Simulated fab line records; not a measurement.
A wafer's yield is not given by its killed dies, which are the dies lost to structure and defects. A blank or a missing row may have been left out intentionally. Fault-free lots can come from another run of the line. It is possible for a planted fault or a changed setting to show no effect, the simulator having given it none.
2 desks looking at one fault | flow berkeley_cmos170 | only its own numbers are on each desk; what lay behind them is given at the end

## TOOL OWNER'S DESK, wet_bench-02
The tool's own readings at UCB170_WELLDRIVE_CLEAN_00 (cleans in SPM, time 600 s): means of the sampled wafers that have a number, for each lot that ran on this tool. Marked OUT: a lot whose mean sits more than 4 standard deviations from the usual mean, which makes it out of limits; the brackets give that distance.
Columns: A = bath_guard_temp_C at UCB170_WELLDRIVE_CLEAN_00, usual 120.2 C
lot  | first seen here | A
L280 | day 5 04:19     | 120.6
L291 | day 7 13:37     | 119.6
L292 | day 7 13:37     | 119.6
This desk's verdict: no lot among the 3 shows anything out of limits.

## THE METROLOGY DESK
What the gauges read for every lot (on any tool): the sampled wafers with a number, averaged. Marked OUT: a lot whose mean sits more than 4 standard deviations from the usual mean, which makes it out of limits; the brackets give that distance. Only the readings that lie furthest out on some lot appear, 7 of the 8 it has.
Columns: A = PWELL_OVL at UCB170_PWELL_OVL_MEAS_13, usual -1 nm; B = PWELL_TW at UCB170_PWELL_TW_MEAS_17, usual 382.4; C = WELLDRIVE_OXIDE_THK at UCB170_WELLDRIVE_THK_MEAS_02, usual 200 nm; D = ACTIVE_OXIDE_THK at UCB170_ACTIVE_THK_MEAS_03, usual 26.5 nm; E = ACTIVE_NITRIDE_THK at UCB170_ACTIVE_THK_MEAS_06, usual 220.1 nm; F = cd_nm at UCB170_ACTIVE_CD_MEAS_13, usual 1199.3 nm; G = cd_nm at UCB170_ACTIVE_CD_MEAS_90, usual 1199.2 nm
lot  | first seen here | A   | B     | C   | D    | E     | F      | G
L272 | day 3 09:26     | 1   | 380.1 | 195 | 26.1 | 224.2 | 1197.1 | 1197.1
L277 | day 4 06:35     | -10 | 384.8 | 198 | 26.1 | 222.7 | 1199.7 | 1199.4
L280 | day 4 21:34     | -0  | 384.0 | 199 | 27.0 | 221.7 | 1200.9 | 1200.9
L290 | day 6 21:33     | 5   | 384.0 | 199 | 26.9 | 222.8 | 1197.5 | 1197.2
L291 | day 7 08:23     | 6   | 381.1 | 198 | 26.7 | 216.8 | 1200.9 | 1201.1
L292 | day 7 08:39     | -6  | 379.1 | 199 | 25.9 | 219.7 | 1200.0 | 1199.9
This desk's verdict: no lot among the 6 shows anything out of limits.

## TAKEN TOGETHER
The tool owner's desk saw nothing out of limits.
Metrology desk: nothing out of limits seen.

## WHAT WAS PUT IN BY THE SIMULATOR
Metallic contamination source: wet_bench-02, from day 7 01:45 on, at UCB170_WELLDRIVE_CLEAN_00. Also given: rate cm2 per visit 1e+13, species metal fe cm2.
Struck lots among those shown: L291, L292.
